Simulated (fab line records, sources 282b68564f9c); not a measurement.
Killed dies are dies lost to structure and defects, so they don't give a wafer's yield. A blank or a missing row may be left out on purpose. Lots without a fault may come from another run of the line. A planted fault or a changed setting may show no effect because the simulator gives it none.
A struck lot beside a sound one | flow rit_cmos | 15 steps out of a route of 202
Sound: wafers L749.3, L749.5, L749.6. Struck: wafers L758.2, L758.4, L758.6. The cause comes at the end.
At each step with rows: each side's tool, then ch and its chambers, then its first start. Under that, the readings that differ: sound wafers | struck wafers | difference of the means | sigmas: that difference in standard deviations of wafers without a fault.
alike: readings whose means differ by less than 2 such deviations, and words and numbers that are the same on both sides. not compared: withheld readings, readings that some wafer has no value for, bounds like >300 that may hide the same value, and numbers for which the record gives no deviation and whose values overlap.
The two part at a step that has a row with sigmas, a row that says differs or no value, or rows on one side only. Numbers that don't overlap but have no deviation are shown without sigmas and don't part them. A reading that every wafer of one side lacks parts them only if that side has two wafers or more.

first, 6 steps without rows for these wafers: RIT_GATE_HMDS_10 (prime time 60 s); RIT_GATE_COAT_11 (resist thk 850 nm); RIT_GATE_SOFTBAKE_12 (time 60 s); RIT_GATE_EXPOSE_13 (exposes mask M6, target cd 150 nm); RIT_GATE_PEB_14; RIT_GATE_DEVELOP_15 (develop time 50 s).
RIT_GATE_CD_MEAS_16: target cd 150 nm.
  sound on cd_sem-02, day 4 15:13; struck on cd_sem-01, day 6 09:02
  alike: cd_nm
RIT_GATE_OVL_MEAS_17:
  sound on overlay-01, day 4 15:19; struck on overlay-01, day 6 09:09
  alike: GATE_OVL
then, 1 step without rows for these wafers: RIT_GATE_HARDBAKE_18 (time 60 s).
RIT_GATE_ETCH_19: etches poly-Si in SF6/CHF3/O2, stops on SiO2, time 165 s, target depth 312.5 nm.
  sound on rie_si-02 ch 1,2,3, day 4 15:29; struck on rie_si-02 ch 0,3, day 6 09:20
  alike: drypump_motor_current_A, oes_product_au, throttle_valve_pct
  not compared: rf_hours_counter_h
RIT_GATE_STRIP_20: strips in O2, time 180 s.
  sound on plasma_asher-01 ch 0,1, day 4 15:39; struck on plasma_asher-01 ch 0,1, day 6 09:26
  alike: drypump_motor_current_A, rf_refl_power_W
  not compared: rf_hours_counter_h
RIT_GATE_CD_MEAS_90: target cd 150 nm.
  sound on cd_sem-01, day 4 15:48; struck on cd_sem-01, day 6 09:38
  alike: cd_nm
RIT_REOX_CLEAN_00: cleans in SC1, time 600 s.
  sound on wet_bench-03 ch 0, day 4 15:53; struck on wet_bench-03 ch 3, day 6 09:44
  reading          | sound             | struck            | difference | sigmas
  run_length_s (s) | 625.0 625.0 625.0 | 302.8 302.8 302.8 | -322.2     | -99 or more
then, 1 step without rows for these wafers: RIT_REOX_CLEAN_01 (cleans in dHF, time 30 s).
RIT_M1_PROBE_99:
  sound on prober-01, day 5 12:05; struck on prober-01, day 7 06:27
  alike: killed_at_contacts, killed_at_front_end, killed_dies, killed_open, killed_short

WHERE THEY PART
Only at RIT_REOX_CLEAN_00, within this record. Later steps at which nothing parts them and some readings are alike: RIT_M1_PROBE_99.

WHY: what the simulator had put in
Process parameter drift: wet_bench-03, from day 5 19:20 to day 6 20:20, at RIT_REOX_CLEAN_00. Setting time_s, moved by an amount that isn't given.
